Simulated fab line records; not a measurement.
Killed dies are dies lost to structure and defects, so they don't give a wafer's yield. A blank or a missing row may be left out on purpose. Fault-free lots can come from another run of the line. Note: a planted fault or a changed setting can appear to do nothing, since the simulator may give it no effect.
A struck lot beside a sound one || flow berkeley_cmos170 || 15 out of 331 route steps
Sound: wafers L434.2, L434.3, L434.4. Struck: wafer L451.6 (L451.4, L451.5, from the same lot, were not struck and are left out); the cause is given at the end.
For every step that has rows: the tool of each side, followed by ch and its chambers, followed by its first start. Under that, the readings that differ: sound wafers || struck wafers || difference of the means || sigmas: that difference in standard deviations of wafers without a fault.
alike: same words and numbers on both sides, and readings whose means sit less than 2 such deviations apart. not compared: any withheld reading, any reading some wafer has no value for, any bound like >300 that may hide the same value, and any number with overlapping values for which the record gives no deviation.
A row with sigmas, a row that says differs or no value, or rows on one side alone: a step with any of these is where the two part. Numbers that have no deviation but don't overlap get no sigmas and don't part them. A reading missing from all wafers of one side parts the sides only when that side holds two or more wafers.

UCB170_V1_CMP_02: polishes SiO2.
  sound on cmp-01 ch 1,2,3, day 8 13:03; struck on cmp-01 ch 0, day 11 17:18
  alike: edge_zone_pressure_frac, motor_current_A, retaining_ring_pressure_frac, slurry_filter_dp_kPa
UCB170_V1_BOW_MEAS_03:
  sound: film_metro-03 at day 8 13:19; struck: film_metro-02 at day 11 17:37
{"reading": "V1_BOW (um)", "sound": "15 5 24", "struck": 1, "difference": -14, "sigmas": -2}
UCB170_V1_THK_MEAS_04:
  sound: film_metro-03 at day 8 13:26; struck: film_metro-02 at day 11 17:42
  alike: V1_POLISHED_THK
then, 7 steps without rows for these wafers: UCB170_V1_CLEAN_05 (cleans in DIW); UCB170_V1_HMDS_06 (prime time 60 s); UCB170_V1_COAT_07 (resist thk 900 nm); UCB170_V1_SOFTBAKE_08 (time 60 s); UCB170_V1_EXPOSE_09 (exposes mask VIA1, target cd 700 nm); UCB170_V1_PEB_10; UCB170_V1_DEVELOP_11 (develop time 45 s).
UCB170_V1_CD_MEAS_12: the cd target is 700 nm.
  sound: cd_sem-02 at day 8 15:40; struck: cd_sem-01 at day 11 19:57
  alike: cd_nm
UCB170_V1_OVL_MEAS_13:
  sound: overlay-01 at day 8 15:47; struck: overlay-01 at day 11 20:02
  alike: V1_OVL
UCB170_V1_ETCH_14: etches SiO2 in CHF3/CF4/Ar, stops on Al, target depth 1250 nm, time 291 s.
  sound on rie_diel-02 ch 0,1,3, day 8 15:49; struck on rie_diel-02 ch 0, day 11 20:02
{"reading": "oes_product_au (a.u.)", "sound": "0.853 0.892 0.864", "struck": 0.713, "difference": -0.157, "sigmas": -12}
{"reading": "model.V1.feature_depth_nm (nm)", "sound": "1002 1001 1002", "struck": 702.8, "difference": -298.9, "sigmas": ""}
{"reading": "model.etch.depth_nm (nm)", "sound": "1001 1000 1002", "struck": 702.8, "difference": -298.2, "sigmas": ""}
{"reading": "model.KrF_of_V1_COAT_07.thk_nm (nm)", "sound": "603.4 598.9 608.1", "struck": 725.4, "difference": "+121.9", "sigmas": ""}
  alike: CHF3_flow_sccm, drypump_motor_current_A, throttle_valve_pct
  not compared: rf_hours_counter_h
UCB170_V1_STRIP_15: strips in O2.
  sound on plasma_asher-02 ch 0,1, day 8 15:59; struck on plasma_asher-02 ch 1, day 11 20:16
{"reading": "strip_time_to_endpoint_s (s)", "sound": "15.15 15.05 15.26", "struck": 18.01, "difference": "+2.86", "sigmas": "+22"}
  alike: drypump_motor_current_A, oes_product_au
  not compared: rf_hours_counter_h
UCB170_V1_CD_MEAS_90: the cd target is 700 nm.
  sound: cd_sem-01 at day 8 16:07; struck: cd_sem-02 at day 11 20:28
{"reading": "cd_nm (nm)", "sound": "700.0 701.3 701.6", "struck": 697.9, "difference": -3.1, "sigmas": -2}

## WHERE THEY PART
First at UCB170_V1_BOW_MEAS_03; last, within this record, at UCB170_V1_CD_MEAS_90.

WHY: whatever the simulator had introduced
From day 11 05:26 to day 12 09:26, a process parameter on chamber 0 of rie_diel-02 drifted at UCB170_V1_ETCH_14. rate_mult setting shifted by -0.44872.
